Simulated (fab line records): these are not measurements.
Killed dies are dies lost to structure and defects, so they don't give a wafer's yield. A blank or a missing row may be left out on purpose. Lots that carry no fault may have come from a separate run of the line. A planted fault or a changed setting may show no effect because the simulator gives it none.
fab line records -- flow ritCmos -- part 2 of 2: steps 39 to 53 of 53
record: lots: 5, wafers: 15, lastDay: 7
route steps=202 shown GATE@77 FOX2@80 REOX@98 NLDD@103 PLDD@114 SPACER@125
lots with no fault: from the same line, run without faults
startH: hours from the record's first day to the start of the lot's first wafer shown -- waitH: time in hours since the lot's previous step -- " unchanged from the row above -- L1.1+2: a row that stands for several wafers -- - value missing, or start not given -- * or withheld: withheld -- < > ~ a bound
route shown NAME@n: a module of which the file shows steps, and the number in the route of the first -- usual: average and standard deviation across the fault-free wafers -- same: alike in all rows -- chamber/n: place in a boat -- sites: the reading at each site -- _std_site: how widely they spread, as a standard deviation -- _edge_site: the outer-site mean with the inner-site mean subtracted -- radiusMm: for every site, how far away it sits from the centre of the wafer -- mask NAME#n: copy n -- behind: tool/chamber where the wafer was last shaped -- hold: what put the lot on hold/how long, in hours/how the hold closed -- device: names the non-switching transistor (n, p or np) -- end of line: at the end of the route, the tests of the same wafers -- a step with no rows: only its recipe -- killed: not the wafer's yield, but the dies lost to structure and defects at the first sort -- map: per-die view of a wafer (x killed, . not killed, _ where there is no die)
set.NAME: the run value of the setting; set.NAME@STEP: its run value at that earlier step -- model.NAME: the simulator's own value behind a step, which no gauge read
a table for each step, a row for each wafer; lots at some steps of the route
services: when a tool's chamber went out of use (startH, in hours from the record's first day, below 0 if earlier), for how many hours, and the reason
== steps ==
step: RIT_PLDD_COAT_01
recipe: resist: NOVOLAK, spinRpm: 3250, resistThkNm: 1000
lot.wafer,tool,chamber,startH,waitH
L075.1+2+4,lithoTrack-03,0,49.44,0.1
L077.3+4+5,lithoTrack-03,0,57.04,0.1
L083.1+4+6,lithoTrack-01,0,87.86,0.1
L094.1+3+6,lithoTrack-01,0,146.41,0.1
L095.2+3+5,lithoTrack-04,0,150.16,0.1
step: RIT_PLDD_SOFTBAKE_02
recipe: resist: NOVOLAK, tempC: 90, timeS: 60
lot.wafer,tool,chamber,startH,waitH
L075.1+2+4,lithoTrack-03,0,49.59,0.1
L077.3+4+5,lithoTrack-03,0,57.19,0.1
L083.1+4+6,lithoTrack-01,0,88.01,0.1
L094.1+3+6,lithoTrack-01,0,146.56,0.1
L095.2+3+5,lithoTrack-04,0,150.31,0.1
step: RIT_PLDD_EXPOSE_03
recipe: maskId: M8, na: 0.57, targetCdNm: 40900, doseMj: 250
lot.wafer,tool,chamber,startH,waitH,mask
L075.1+2+4,ilineStepper-02,0,49.86,0.2,M8#0
L077.3+4+5,ilineStepper-01,0,57.33,0.1,M8#0
L083.1+4+6,ilineStepper-02,0,88.28,0.2,M8#0
L094.1+3+6,ilineStepper-01,0,146.83,0.2,M8#0
L095.2+3+5,ilineStepper-01,0,150.49,0.1,M8#0
step: RIT_PLDD_PEB_04
recipe: resist: NOVOLAK, tempC: withheld, timeS: withheld
lot.wafer,tool,chamber,startH,waitH
L075.1+2+4,lithoTrack-01,0,49.98,0.1
L077.3+4+5,lithoTrack-03,0,57.46,0.1
L083.1+4+6,lithoTrack-01,0,88.42,0.1
L094.1+3+6,lithoTrack-04,0,146.95,0.1
L095.2+3+5,lithoTrack-03,0,150.81,0.3
step: RIT_PLDD_DEVELOP_05
recipe: resist: NOVOLAK, developTimeS: 50, devTempC: 23
lot.wafer,tool,chamber,startH,waitH
L075.1+2+4,lithoTrack-01,0,-,-
L077.3+4+5,lithoTrack-03,0,-,-
L083.1+4+6,lithoTrack-01,0,-,-
L094.1+3+6,lithoTrack-04,0,-,-
L095.2+3+5,lithoTrack-03,0,-,-
step: RIT_PLDD_OVL_MEAS_06
usual: PLDD_OVL: 1.1/1.4
lot.wafer,tool,chamber,startH,waitH,PLDD_OVL[nm]
L075.1,overlay-02,-,50.26,-,1.7
L075.2,overlay-02,-,50.26,-,-0.2
L075.4,overlay-02,-,50.26,-,1.4
L077.3,overlay-01,-,57.71,-,2.5
L077.4,overlay-01,-,57.71,-,2.4
L077.5,overlay-01,-,57.71,-,0.6
L083.1,overlay-01,-,88.70,-,1.6
L083.4,overlay-01,-,88.70,-,0.9
L083.6,overlay-01,-,88.70,-,1.0
L094.1,overlay-01,-,147.23,-,0.4
L094.3,overlay-01,-,147.23,-,0.0
L094.6,overlay-01,-,147.23,-,1.3
L095.2,overlay-02,-,151.07,-,-0.6
L095.3,overlay-02,-,151.07,-,-0.1
L095.5,overlay-02,-,151.07,-,1.0
step: RIT_PLDD_HARDBAKE_07
recipe: resist: NOVOLAK, tempC: 140, timeS: 60
lot.wafer,tool,chamber,startH,waitH
L075.1+2+4,lithoTrack-01,0,50.30,0.0
L077.3+4+5,lithoTrack-04,0,57.78,0.1
L083.1+4+6,lithoTrack-01,0,88.73,0.0
L094.1+3+6,lithoTrack-03,0,147.27,0.0
L095.2+3+5,lithoTrack-04,0,151.16,0.1
step: RIT_PLDD_IMPLANT_08
recipe: species: BF2, energyKev: 19.81, doseCm2: 9e+14, tiltDeg: 7
lot.wafer,tool,chamber,startH,waitH
L075.1+2+4,implanter-02,0,50.45,0.1
L077.3+4+5,implanter-04,0,57.93,0.1
L083.1+4+6,implanter-01,0,88.88,0.1
L094.1+3+6,implanter-04,0,147.42,0.1
L095.2+3+5,implanter-04,0,151.31,0.1
step: RIT_PLDD_STRIP_09
recipe: chemistry: O2, timeS: 180, resist: NOVOLAK, platenTempC: withheld, powerW: 500, pressureMtorr: 4000, o2FlowSccm: 4000
usual: drypumpMotorCurrentA: 5.5/0.34, rfReflPowerW: 6.4/1.9
lot.wafer,tool,chamber,startH,waitH,drypumpMotorCurrentA,rfHoursCounterH,rfReflPowerW
L075.1,plasmaAsher-02,1,50.60,0.1,5.8,40,5.4
L075.2,plasmaAsher-02,0,50.60,0.1,5.7,40,6.3
L075.4,plasmaAsher-02,1,50.60,0.1,5.8,-,5.5
L077.3,plasmaAsher-02,1,58.09,0.1,5.8,-,5.6
L077.4,plasmaAsher-02,0,58.09,0.1,5.8,-,6.2
L077.5,plasmaAsher-02,0,58.09,0.1,5.8,-,6.1
L083.1,plasmaAsher-04,0,89.03,0.1,5.5,47,3.8
L083.4,plasmaAsher-04,1,89.03,0.1,4.9,-,8.9
L083.6,plasmaAsher-04,0,89.03,0.1,5.5,-,3.6
L094.1,plasmaAsher-04,1,147.57,0.1,4.9,54,9.2
L094.3,plasmaAsher-04,1,147.57,0.1,4.9,-,9.1
L094.6,plasmaAsher-04,1,147.57,0.1,4.9,-,9.0
L095.2,plasmaAsher-04,1,151.44,0.1,5.0,54,9.4
L095.3,plasmaAsher-04,0,151.44,0.1,5.5,-,3.7
L095.5,plasmaAsher-04,0,151.44,0.1,5.4,-,3.8
step: RIT_PLDD_TW_MEAS_10
usual: PLDD_TW: 2332/21
lot.wafer,tool,chamber,startH,waitH,PLDD_TW
L075.1,filmMetro-04,-,50.77,0.1,2345
L075.2,filmMetro-04,-,50.77,0.1,2335
L075.4,filmMetro-04,-,50.77,0.1,2342
L077.3,filmMetro-04,-,58.22,0.1,2353
L077.4,filmMetro-04,-,58.22,0.1,2346
L077.5,filmMetro-04,-,58.22,0.1,2339
L083.1,filmMetro-02,-,89.21,0.1,2302
L083.4,filmMetro-02,-,89.21,0.1,2304
L083.6,filmMetro-02,-,89.21,0.1,2312
L094.1,filmMetro-04,-,147.74,0.1,2355
L094.3,filmMetro-04,-,147.74,0.1,2335
L094.6,filmMetro-04,-,147.74,0.1,2354
L095.2,filmMetro-04,-,151.62,0.1,2347
L095.3,filmMetro-04,-,151.62,0.1,2358
L095.5,filmMetro-04,-,151.62,0.1,2346
step: RIT_SPACER_CLEAN_00
recipe: chemistry: SC1, mix: 3:3:50, timeS: 600, tempC: 75
lot.wafer,tool,chamber,startH,waitH
L075.1+2+4,wetBench-01,3,50.83,0.1
L077.3+4+5,wetBench-02,0,58.26,0.0
L083.1+4+6,wetBench-01,2,89.27,0.1
L094.1+3+6,wetBench-02,1,147.80,0.1
L095.2+3+5,wetBench-02,2,151.67,0.0
step: RIT_SPACER_CLEAN_01
recipe: chemistry: dHF, dilution: 50:1, timeS: 30
lot.wafer,tool,chamber,startH,waitH
L075.1+2+4,wetBench-02,0,51.01,0.0
L077.3+4+5,wetBench-01,2,58.44,0.0
L083.1+4+6,wetBench-01,2,89.44,0.0
L094.1+3+6,wetBench-01,0,147.98,0.0
L095.2+3+5,wetBench-01,1,151.85,0.0
step: RIT_SPACER_CLEAN_02
recipe: chemistry: SC2, mix: 3:3:50, timeS: 600, tempC: 75, dry: n2Spin
lot.wafer,tool,chamber,startH,waitH
L075.1+2+4,wetBench-03,0,51.02,0.0
L077.3+4+5,wetBench-03,3,58.46,0.0
L083.1+4+6,wetBench-01,2,89.46,0.0
L094.1+3+6,wetBench-02,1,148.00,0.0
L095.2+3+5,wetBench-03,3,151.87,0.0
step: RIT_SPACER_CVD_03
recipe: material: Si3N4, targetThkNm: 250, tempC: 810, precursor: SiH2Cl2/NH3, timeS: 3300, pressureMtorr: 300, sih2cl2FlowSccm: 60, nh3FlowSccm: 150
lot.wafer,tool,chamber,startH,waitH
L075.1+2+4,lpcvd-01,0,51.20,0.0
L077.3+4+5,lpcvd-01,1,61.10,2.5
L083.1+4+6,lpcvd-01,0,89.64,0.0
L094.1+3+6,lpcvd-02,1,148.17,0.0
L095.2+3+5,lpcvd-02,0,152.04,0.0
step: RIT_SPACER_THK_MEAS_04
recipe: reads: Si3N4_of_SPACER_CVD_03
usual: SPACER_NITRIDE_THK: 249.8/1.9
lot.wafer,tool,chamber,startH,waitH,SPACER_NITRIDE_THK[nm]
L075.1,filmMetro-01,-,53.12,0.0,249.5
L075.2,filmMetro-01,-,53.12,0.0,249.9
L075.4,filmMetro-01,-,53.12,0.0,249.1
L077.3,filmMetro-01,-,63.04,0.0,246.6
L077.4,filmMetro-01,-,63.04,0.0,247.6
L077.5,filmMetro-01,-,63.04,0.0,247.2
L083.1,filmMetro-01,-,91.55,0.0,247.7
L083.4,filmMetro-01,-,91.55,0.0,250.1
L083.6,filmMetro-01,-,91.55,0.0,247.3
L094.1,filmMetro-01,-,150.09,0.0,254.3
L094.3,filmMetro-01,-,150.09,0.0,254.5
L094.6,filmMetro-01,-,150.09,0.0,254.0
L095.2,filmMetro-01,-,153.97,0.0,249.6
L095.3,filmMetro-01,-,153.97,0.0,249.9
L095.5,filmMetro-01,-,153.97,0.0,251.2
== services ==
tool,chamber,startH,hours,kind
ilineStepper-01,-,18.87,1.3,repair
plasmaAsher-02,-,19.21,2.5,repair
implanter-04,-,19.36,4.2,repair
plasmaAsher-03,-,21.76,15.6,pm
furnace-01,-,22.83,3.0,pm
implanter-01,-,23.32,48.9,repair
implanter-01,-,28.71,2.7,repair
wetBench-01,-,33.19,4.4,pm
implanter-01,-,37.76,1.9,repair
lpcvd-02,-,47.31,14.6,pm
plasmaAsher-04,-,52.02,1.9,repair
ilineStepper-02,-,63.14,1.7,pm
wetBench-02,-,69.68,2.6,repair
ilineStepper-01,-,72.65,4.4,pm
wetBench-01,-,81.45,1.6,repair
rieSi-01,3,89.50,4.9,repair
furnace-04,-,90.36,3.3,pm
rieSi-01,0,94.70,4.2,repair
furnace-04,-,96.85,3.9,pm
furnace-04,-,105.09,10.7,pm
ilineStepper-02,-,123.64,2.7,repair
rieSi-01,0,125.31,16.7,repair
implanter-01,-,132.63,5.5,pm
ilineStepper-02,-,145.81,4.9,repair
